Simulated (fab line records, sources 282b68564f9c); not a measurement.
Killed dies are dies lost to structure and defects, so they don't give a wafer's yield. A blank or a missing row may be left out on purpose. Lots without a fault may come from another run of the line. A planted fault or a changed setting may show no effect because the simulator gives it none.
Split-lot experiment | flow rit_cmos | 5 lots, 23 wafers read, on a route of 202 steps

THE SPLIT
At RIT_NSD_COAT_01 (resist thk 1000 nm), the setting spin_rpm was moved away from the recipe's 3250 rpm on 5 of the 23 wafers read, by -6.0% to -5.3%. The other wafers ran this setting at the recipe's value.

The reading is taken at the split's own step.

THE READING
NOVOLAK_of_NSD_COAT_01.thk_nm (the simulator's own value, which no gauge read), in nm, at RIT_NSD_COAT_01 (resist thk 1000 nm). The file gives no usual value for it. The 18 wafers here that ran the recipe average 1000.3 nm, standard deviation 3 nm.

wafer  | tool, chamber at the split | spin_rpm as run, rpm | against the recipe | NOVOLAK_of_NSD_COAT_01.thk_nm, nm | against lot-mates on the recipe
L081.1 | litho_track-02, 0          | 3079                 | -5.3%              | 1024                              | +25.5
L081.2 | litho_track-02, 0          | 3250                 | recipe             | 997.4                             | -
L081.3 | litho_track-02, 0          | 3079                 | -5.3%              | 1032                              | +33.5
L081.4 | litho_track-02, 0          | 3250                 | recipe             | 999.7                             | -
L081.6 | litho_track-02, 0          | 3079                 | -5.3%              | 1026                              | +27.5
L082.3 | litho_track-01, 0          | 3250                 | recipe             | 997.8                             | -
L082.5 | litho_track-01, 0          | 3250                 | recipe             | 1000                              | -
L082.6 | litho_track-01, 0          | 3250                 | recipe             | 994.9                             | -
L083.1 | litho_track-01, 0          | 3250                 | recipe             | 1004                              | -
L083.5 | litho_track-01, 0          | 3250                 | recipe             | 1004                              | -
L083.2 | litho_track-01, 0          | 3250                 | recipe             | 1002                              | -
L083.3 | litho_track-01, 0          | 3250                 | recipe             | 1005                              | -
L083.4 | litho_track-01, 0          | 3250                 | recipe             | 1007                              | -
L084.1 | litho_track-01, 0          | 3250                 | recipe             | 999.6                             | -
L084.2 | litho_track-01, 0          | 3056                 | -6.0%              | 1032                              | +32.8
L084.3 | litho_track-01, 0          | 3250                 | recipe             | 999.9                             | -
L084.4 | litho_track-01, 0          | 3056                 | -6.0%              | 1035                              | +35.8
L084.5 | litho_track-01, 0          | 3250                 | recipe             | 998.2                             | -
L085.1 | litho_track-02, 0          | 3250                 | recipe             | 1000                              | -
L085.2 | litho_track-02, 0          | 3250                 | recipe             | 998.5                             | -
L085.4 | litho_track-02, 0          | 3250                 | recipe             | 997.8                             | -
L085.5 | litho_track-02, 0          | 3250                 | recipe             | 997.7                             | -
L085.6 | litho_track-02, 0          | 3250                 | recipe             | 1002                              | -

THE FIT
A straight line over all 23 wafers: NOVOLAK_of_NSD_COAT_01.thk_nm changes by -5.34 nm for each +1% of spin_rpm; r = -0.97; the points scatter about the line by 3.2 nm.
The same after taking each lot's own level away (the mean of its wafers on the recipe; 23 wafers): -5.6 nm for each +1%; r = -0.99; scatter 2 nm.
On that fit, the largest move of spin_rpm shifts the reading by 33 nm.
The lots' own levels span 997.57 to 1004.40 nm, that is 2.3 times the standard deviation above.
So the lot-to-lot level changes the slope little: the two slopes agree.
Check: with one of the wafers moved furthest among these (-6.0%) left out of the fit, the line predicts +33.6 nm for it against its lot-mates. It came out at +32.8 nm against them.

THE FILE'S OWN FIT
NOVOLAK_of_NSD_COAT_01.thk_nm changes by -5.59 nm for each +1% of spin_rpm, r = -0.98.
